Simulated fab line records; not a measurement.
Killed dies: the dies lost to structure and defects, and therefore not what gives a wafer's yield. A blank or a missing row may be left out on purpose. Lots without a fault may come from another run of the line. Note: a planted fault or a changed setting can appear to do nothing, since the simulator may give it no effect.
Split-lot study + flow berkeley-cmos170 + route with 331 steps; 5 lots, 23 wafers read

ON THE SPLIT
At UCB170_M1_SPUTTER_00 (material Al, target thk 600 nm, time 80 s), the setting time-s was moved away from the recipe's 80 s on 9 of the 23 wafers read, by +4.1% to +14.4%. All remaining wafers had this setting at the recipe value.

FROM SPLIT TO READING: 1 step shown by the file between the two
- UCB170_M1_RS_MEAS_01: measures by four-point-probe

THE READING
M1_AL_THK, in nm, at UCB170_M1_THK_MEAS_02 (measures by xrf). On this fab line, fault-free wafers typically give 604 nm with a standard deviation of 7.9 nm.

| wafer  | tool, chamber at the split | time-s as run, s | against the recipe | M1_AL_THK, nm | against lot-mates on the recipe |
|--------|----------------------------|------------------|--------------------|---------------|---------------------------------|
| L078.1 | pvd-sputter-02, -          | 91.49            | +14.4%             | 687           | +88                             |
| L078.2 | pvd-sputter-02, -          | 80               | recipe             | 601           | -                               |
| L078.3 | pvd-sputter-02, -          | 91.49            | +14.4%             | 694           | +94                             |
| L078.4 | pvd-sputter-02, -          | 91.49            | +14.4%             | 680           | +80                             |
| L078.6 | pvd-sputter-02, -          | 80               | recipe             | 598           | -                               |
| L077.3 | pvd-sputter-01, -          | 80               | recipe             | 606           | -                               |
| L077.4 | pvd-sputter-01, -          | 80               | recipe             | 601           | -                               |
| L077.6 | pvd-sputter-01, -          | 80               | recipe             | 615           | -                               |
| L081.1 | pvd-sputter-01, -          | 80               | recipe             | 610           | -                               |
| L081.2 | pvd-sputter-01, -          | 83.3             | +4.1%              | 633           | +25                             |
| L081.4 | pvd-sputter-01, -          | 83.3             | +4.1%              | 638           | +30                             |
| L081.5 | pvd-sputter-01, -          | 80               | recipe             | 606           | -                               |
| L081.6 | pvd-sputter-01, -          | 83.3             | +4.1%              | 641           | +33                             |
| L082.2 | pvd-sputter-03, -          | 87.34            | +9.2%              | 665           | +62                             |
| L082.3 | pvd-sputter-03, -          | 87.34            | +9.2%              | 663           | +60                             |
| L082.4 | pvd-sputter-03, -          | 80               | recipe             | 601           | -                               |
| L082.5 | pvd-sputter-03, -          | 87.34            | +9.2%              | 662           | +59                             |
| L082.6 | pvd-sputter-03, -          | 80               | recipe             | 605           | -                               |
| L080.2 | pvd-sputter-02, -          | 80               | recipe             | 607           | -                               |
| L080.3 | pvd-sputter-02, -          | 80               | recipe             | 608           | -                               |
| L080.4 | pvd-sputter-02, -          | 80               | recipe             | 606           | -                               |
| L080.5 | pvd-sputter-02, -          | 80               | recipe             | 612           | -                               |
| L080.6 | pvd-sputter-02, -          | 80               | recipe             | 608           | -                               |

FIT RESULTS
A straight line over all 23 wafers: M1_AL_THK changes by +5.81 nm for each +1% of time-s; r = +0.99; the points scatter about the line by 5.4 nm.
The same after taking each lot's own level away (the mean of its wafers on the recipe; 23 wafers): +6.22 nm for each +1%; r = +0.99; scatter 4.1 nm.
On that fit, the largest move of time-s shifts the reading by 89 nm.
The lots' own levels span 599.5 to 608.2 nm, that is 1.1 times the standard deviation above.
So the lot-to-lot level changes the slope little: the two slopes agree.
Check: for one of the wafers moved furthest among these (+14.4%), held out of the fit, the line's prediction against its lot-mates is +90.8 nm. Against them it came out at +87.5 nm.

THE OTHER SPLITS THESE WAFERS WENT THROUGH
These wafers also went through other splits before the reading. Each is held against what the fit with the lots' levels taken away leaves over:
| other split on the same wafers        | wafers away from the commonest value | r with M1_AL_THK (lot level and that fit taken away) |
|---------------------------------------|--------------------------------------|------------------------------------------------------|
| UCB170_ZERO_COAT_01 spin-rpm          | 5                                    | -0.16                                                |
| UCB170_ZERO_DEVELOP_05 develop-time-s | 10                                   | +0.15                                                |
| UCB170_ACTIVE_PEB_11 peb-temp-c       | 9                                    | -0.21                                                |
| UCB170_GATE_OXIDATION_01 ox-time-s    | 15                                   | -0.05                                                |
| UCB170_NLDD_STRIP_10 o2-flow-sccm     | 10                                   | -0.11                                                |

THE WHOLE CHAIN: every reading that the file lists as answering this split, in the file's order
| step                  | what it does                              | reading                                                                     | change (the file's fit)               | r (the file's) |
|-----------------------|-------------------------------------------|-----------------------------------------------------------------------------|---------------------------------------|----------------|
| UCB170_M1_SPUTTER_00  | material Al, target thk 600 nm, time 80 s | Al_of_M1_SPUTTER_00.thk-nm (the simulator's own value, which no gauge read) | +6.32 nm for each +1% of the setting  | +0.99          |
| UCB170_M1_RS_MEAS_01  | measures by four-point-probe              | M1_AL_RS                                                                    | -0.000459 for each +1% of the setting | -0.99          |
| UCB170_M1_THK_MEAS_02 | measures by xrf                           | M1_AL_THK                                                                   | +6.27 for each +1% of the setting     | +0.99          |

FILE'S OWN FIT
M1_AL_THK changes by +6.27 nm for each +1% of time-s, r = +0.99.
